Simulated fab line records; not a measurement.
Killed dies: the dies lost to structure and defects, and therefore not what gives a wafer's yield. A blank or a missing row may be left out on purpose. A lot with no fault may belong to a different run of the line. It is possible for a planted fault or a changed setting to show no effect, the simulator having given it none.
Which of the tools did it? ; flow berkeley_cmos170 ; 6 lots with 18 wafers sampled at 2 steps, on a route of 331 steps

## WHAT THE GAUGES SHOWED, per wafer
UCB170_NWELL_THK_MEAS_05.
lot;measured;on;NWELL_NITRIDE_THK (nm)
L442;day 2 09:59;film_metro-01;222.7 222.0 222.9
L444;day 3 00:14;film_metro-01;224.3 224.1 224.0
L446;day 3 06:35;film_metro-01;221.5 221.9 220.5
L448;day 3 15:11;film_metro-03;225.2 223.1 225.3
L454;day 4 22:25;film_metro-03;289.7 293.0 291.2
L461;day 6 09:32;film_metro-03;222.9 223.7 224.7

## WHICH TOOL RAN EACH LOT (tool, then ch and the chambers of the sampled wafers, then the start)
lot;UCB170_NWELL_CVD_04
L442;lpcvd-01 ch 1, day 2 08:03
L444;lpcvd-01 ch 1, day 2 22:13
L446;lpcvd-02 ch 1, day 3 04:38
L448;lpcvd-01 ch 0, day 3 12:17
L454;lpcvd-02 ch 1, day 4 20:28
L461;lpcvd-01 ch 1, day 6 07:36
- UCB170_NWELL_CVD_04: deposits Si3N4 from SiH2Cl2/NH3, target thk 224 nm, time 3360 s.

## THE ANSWER, worked out from the rows above alone
Rule: usual is defined by the lots themselves. The widest of any qualifying gaps counts: lots, ordered by their means at a reading, are off when they make up no more than a third of the lots, leave a main group of 4 or more, and stand apart from it by 3 or more times the standard deviation of that group's means. Not used: any main group whose means are identical at the precision the tables above print for the reading. A lot without any number at a reading at which 4 lots or more have one is off too. Where the step has rows for the other lots, those lots are counted as sound.
Off: L454, seen at UCB170_NWELL_THK_MEAS_05 (NWELL_NITRIDE_THK). The main group: mean 223.3 nm, standard deviation 1.2.
If a tool, at a process step before that reading, ran all the lots that are off and no sound lot after the first of them, it fits. Gauges at UCB170_NWELL_THK_MEAS_05: tried the same way as those tools. One fits: lpcvd-02 at UCB170_NWELL_CVD_04. Its last sound lot is L446 (day 3 04:38), its first lot that is off L454 (day 4 20:28): a fault that began between those two fits.

## WHAT WAS PUT IN BY THE SIMULATOR
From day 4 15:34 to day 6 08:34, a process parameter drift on lpcvd-02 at UCB170_NWELL_CVD_04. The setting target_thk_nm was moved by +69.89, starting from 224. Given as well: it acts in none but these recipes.
Struck lots among those shown: L454. Same finding as the rule above.
